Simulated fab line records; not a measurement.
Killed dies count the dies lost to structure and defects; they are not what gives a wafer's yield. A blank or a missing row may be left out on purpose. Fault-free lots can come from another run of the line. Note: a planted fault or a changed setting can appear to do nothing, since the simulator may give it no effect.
What tool caused it? ; flow berkeley_cmos170 ; Sampling: 15 lots, 45 wafers, 4 of 331 route steps

## WHAT THE GAUGES SHOWED, per wafer
UCB170_CONTACT_THK_MEAS_02. Usual: CONTACT_PSG_THK typically reads 685 nm, with standard deviation 6.2.
lot;measured;on;CONTACT_PSG_THK (nm);flag
L416;day 8 14:04;film_metro-01;682 682 683;
L417;day 8 14:19;film_metro-01;686 680 682;
L414;day 8 15:52;film_metro-02;681 688 689;
L415;day 8 15:52;film_metro-03;684 683 685;
L420;day 9 16:06;film_metro-03;681 678 681;
L421;day 9 17:52;film_metro-03;693 688 696;
L419;day 9 16:34;film_metro-01;672 671 673;
L423;day 9 17:56;film_metro-03;686 687 681;
L418;day 9 17:55;film_metro-02;682 676 683;
L425;day 10 18:55;film_metro-01;681 681 681;
L426;day 10 22:57;film_metro-02;695 693 693;
L429;day 11 04:53;film_metro-02;685 683 687;
L427;day 11 06:40;film_metro-01;689 693 688;
L431;day 11 16:41;film_metro-03;672 674 673;
L434;day 12 17:25;film_metro-03;677 694 686;

UCB170_CONTACT_OVL_MEAS_16. Usual: CONTACT_OVL typically reads -3 nm, with standard deviation 5.2.
lot;measured;on;CONTACT_OVL (nm);flag
L416;day 8 16:28;overlay-01;-3 -3 -1;
L417;day 8 16:49;overlay-02;2 0 -6;
L414;day 8 17:54;overlay-01;4 6 1;
L415;day 8 18:11;overlay-02;4 0 3;
L420;day 9 17:59;overlay-02;-10 -10 -10;
L421;day 9 20:08;overlay-01;7 2 4;
L419;day 9 18:58;overlay-01;1 7 -3;
L423;day 9 20:31;overlay-01;-1 -1 4;
L418;day 9 20:10;overlay-02;-5 -5 -11;
L425;day 10 20:58;overlay-01;-5 0 -4;
L426;day 11 01:26;overlay-02;258 256 257 258 256 259;OFF
L429;day 11 06:42;overlay-02;259 256 257 261 258 258;OFF
L427;day 11 08:56;overlay-01;-7 -5 -6;
L431;day 11 18:37;overlay-01;255 253 256 256 255 257;OFF
L434;day 12 19:22;overlay-01;3 7 6;

## WHICH TOOL RAN EACH LOT (tool, then ch and the chambers of the sampled wafers, then the start)
lot;UCB170_SDANNEAL_RTA_00;UCB170_CONTACT_EXPOSE_12
L416;rtp_anneal-01 ch 0, day 8 11:07;krf_scanner-02 ch 0, day 8 15:50
L417;rtp_anneal-02 ch 0, day 8 11:23;krf_scanner-01 ch 0, day 8 16:06
L414;rtp_anneal-01 ch 0, day 8 11:30;krf_scanner-02 ch 0, day 8 17:23
L415;rtp_anneal-02 ch 0, day 8 11:37;krf_scanner-02 ch 0, day 8 17:31
L420;rtp_anneal-02 ch 0, day 9 13:04;krf_scanner-02 ch 0, day 9 17:25
L421;rtp_anneal-02 ch 0, day 9 13:35;krf_scanner-01 ch 0, day 9 19:17
L419;rtp_anneal-01 ch 0, day 9 13:35;krf_scanner-01 ch 0, day 9 18:10
L423;rtp_anneal-01 ch 0, day 9 14:08;krf_scanner-02 ch 0, day 9 19:58
L418;rtp_anneal-02 ch 0, day 9 14:08;krf_scanner-01 ch 0, day 9 19:29
L425;rtp_anneal-02 ch 0, day 10 14:53;krf_scanner-01 ch 0, day 10 20:28
L426;rtp_anneal-01 ch 0, day 10 19:56;krf_scanner-02 ch 0, day 11 00:55
L429;rtp_anneal-02 ch 0, day 11 01:57;krf_scanner-02 ch 0, day 11 06:12
L427;rtp_anneal-01 ch 0, day 11 02:09;krf_scanner-01 ch 0, day 11 08:26
L431;rtp_anneal-01 ch 0, day 11 13:29;krf_scanner-02 ch 0, day 11 18:07
L434;rtp_anneal-01 ch 0, day 12 13:03;krf_scanner-01 ch 0, day 12 18:52
- UCB170_SDANNEAL_RTA_00: time 10 s.
- UCB170_CONTACT_EXPOSE_12: exposes mask CONT, target cd 700 nm.

## WHAT THE TOOLS THEMSELVES READ (means of the sampled wafers that have a number; where no wafer has one, the mark that the record gives instead)
UCB170_SDANNEAL_RTA_00. Usual: lamp_power_pct 22.4 %, standard deviation 0.78; wafer_temp_C_max 903.0, standard deviation 1.
lot;tool;lamp_power_pct (%);wafer_temp_C_max;flag
L416;rtp_anneal-01;21.7;903.2;
L417;rtp_anneal-02;23.2;902.1;
L414;rtp_anneal-01;21.7;903.3;
L415;rtp_anneal-02;23.2;902.5;
L420;rtp_anneal-02;23.2;902.2;
L421;rtp_anneal-02;23.2;902.9;
L419;rtp_anneal-01;21.6;903.5;
L423;rtp_anneal-01;21.7;903.3;
L418;rtp_anneal-02;23.2;901.9;
L425;rtp_anneal-02;23.2;903.2;
L426;rtp_anneal-01;21.7;903.2;
L429;rtp_anneal-02;23.2;902.2;
L427;rtp_anneal-01;21.7;904.5;
L431;rtp_anneal-01;21.7;904.8;
L434;rtp_anneal-01;21.6;903.4;

UCB170_CONTACT_EXPOSE_12. Usual: reticle_temp_C 23.00 C, standard deviation 0.1; stage_vel_mm_s 500.00 mm/s, standard deviation 0.25.
lot;tool;reticle_temp_C (C);stage_vel_mm_s (mm/s);flag
L416;krf_scanner-02;23.06;499.95;
L417;krf_scanner-01;22.91;500.40;
L414;krf_scanner-02;22.96;499.83;
L415;krf_scanner-02;23.06;499.98;
L420;krf_scanner-02;22.87;500.01;
L421;krf_scanner-01;23.05;500.07;
L419;krf_scanner-01;22.95;500.25;
L423;krf_scanner-02;23.08;500.04;
L418;krf_scanner-01;23.01;499.55;
L425;krf_scanner-01;22.94;500.28;
L426;krf_scanner-02;22.98;499.83;
L429;krf_scanner-02;23.04;499.88;
L427;krf_scanner-01;22.99;499.84;
L431;krf_scanner-02;23.09;500.15;
L434;krf_scanner-01;22.97;500.25;

## THE ANSWER, worked out from the rows above alone
Rule: take the mean of a lot's wafers that have a number; if it is more than 3 standard deviations from the usual mean, the lot is off. Also off: a lot with no number at a reading for which 4 or more lots have one. Any other lot the step has rows for is counted as sound. Order of review: gauges by route order, followed by the tools' own readings, for which a lot's mean as printed above is used. At the first step where some lot is off, the reading lying furthest off is the one used; lots without a number count as furthest.
Off: L426, L429, L431, seen at UCB170_CONTACT_OVL_MEAS_16 (CONTACT_OVL).
A tool fits if, at a process step before that reading, it ran every lot that is off, and no sound lot after the first of them. Gauges at UCB170_CONTACT_OVL_MEAS_16: tried the same way as those tools. One candidate fits, namely krf_scanner-02 at UCB170_CONTACT_EXPOSE_12. A fault onset in the window from L423 (day 9 19:58, its last sound lot) to L426 (day 11 00:55, its first lot off) fits.

## WHAT THE SIMULATOR HAD INSERTED
Scanner matching overlay: krf_scanner-02, from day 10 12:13 on, at UCB170_CONTACT_EXPOSE_12. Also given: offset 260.
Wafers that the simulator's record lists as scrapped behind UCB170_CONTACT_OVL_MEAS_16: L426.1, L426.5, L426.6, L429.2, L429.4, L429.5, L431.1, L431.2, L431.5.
Shown lots that were struck: L426, L429, L431. The same result came from the rule above.
